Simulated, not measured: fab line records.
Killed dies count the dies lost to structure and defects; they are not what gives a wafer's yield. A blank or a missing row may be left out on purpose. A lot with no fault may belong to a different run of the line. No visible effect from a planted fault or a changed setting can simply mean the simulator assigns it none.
Problem report in the 8D (eight disciplines) form, filled by code	flow berkeley_cmos170	the parts of the form that need people (team, actions taken, sign-off) are left out

## 1. WHAT WENT WRONG
rf_fwd_power_W at UCB170_M2_ETCH_17 reads a mean of 295.6 W on 1 wafer of 1 lot; wafers without a fault read 494.4 W with a standard deviation of 2.1. That is -95 standard deviations from the usual mean.
The step: etches BARC in N2/H2.
The first sign was on wafer L875.4 at day 12 22:30, on rie_diel-02. At this step, 39 wafers from 13 lots have a number in the record. By rule, "out" or "out of limits" means more than 4 standard deviations away from the usual mean. All remaining wafers that have a number are taken as sound.

## 2. WHAT IT IS AND WHAT IT IS NOT
question	is	is not
which readings at this step	rf_fwd_power_W, oes_product_au	drypump_motor_current_A, throttle_valve_pct
which lots	L875	L857, L858, L859, L860, L861, L862, L866, L867, L868, L869, L870, L876
which wafers of those lots	L875.4	L875.2, L875.6
read on which tools	rie_diel-02	rie_diel-01, rie_diel-03
when	from day 12 22:30	up to then (38 sound wafers)

## 3. WHAT RULES OUT EACH SUSPECT
Counting: if a tool at a process step up to the reading ran every lot that is out, it stays a suspect. Sound lots after the first of them don't rule it out here, since some wafers of a struck lot are sound.
- plasma_asher-03 at UCB170_M1_STRIP_13 (strips in O2): kept. L875, the lot that is out, went through it at day 12 13:10; up to then, the latest sound lot through it was L876 at day 12 12:11.
- plasma_asher-01 at UCB170_V1_STRIP_15 (strips in O2): kept. L875, the lot that is out, went through it at day 12 18:33; up to then, the latest sound lot through it was L867 at day 10 14:04.
- rie_diel-02 at UCB170_M2_ETCH_17 (etches BARC in N2/H2): kept. L875, the lot that is out, went through it at day 12 22:30; up to then, the latest sound lot through it was L866 at day 10 16:50. On those wafers its own readings are out: oes_product_au, rf_fwd_power_W.
- Within plasma_asher-03 at UCB170_M1_STRIP_13, the wafers that are out were processed in chamber 0 and their sound lot-mates in chamber 1.
- Within plasma_asher-01 at UCB170_V1_STRIP_15, the wafers that are out were processed in chamber 0 and their sound lot-mates in chamber 1.
- Within rie_diel-02 at UCB170_M2_ETCH_17, the wafers that are out were processed in chamber 3 and their sound lot-mates in chamber 2.
Still standing after the count: plasma_asher-03 at UCB170_M1_STRIP_13, plasma_asher-01 at UCB170_V1_STRIP_15, rie_diel-02 at UCB170_M2_ETCH_17.

## 4. THE CAUSE (what the simulator had put in)
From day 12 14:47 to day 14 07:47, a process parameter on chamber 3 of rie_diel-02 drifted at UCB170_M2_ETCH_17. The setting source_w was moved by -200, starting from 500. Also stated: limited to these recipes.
Counting left 3 suspects, and this tool is among them.

## 5. THE CHAIN OF EFFECTS, in route order
One row per reading whose mean, taken over the struck wafers that have a number, lies over 3 standard deviations from the usual. Readings are gone through only where the record gives a usual standard deviation; hours: the median, over the lots, of the time from a lot's start at the first step in this table giving one to that lot's start at this step; sigmas: the change measured in usual standard deviations.
hours	step	reading	usual	on struck wafers	change	sigmas
0	UCB170_M2_ETCH_17	oes_product_au	1.003 a.u.	0.764	-0.239	-14
0	UCB170_M2_ETCH_17	rf_fwd_power_W	494.4 W	295.6	-198.8	-95
Its process steps:
- UCB170_M2_ETCH_17: etches BARC in N2/H2.

## 6. WHAT WOULD HAVE CAUGHT IT SOONER
First out-of-limits reading in this record: day 12 22:30, which is 8 hours after fault onset at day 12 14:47.
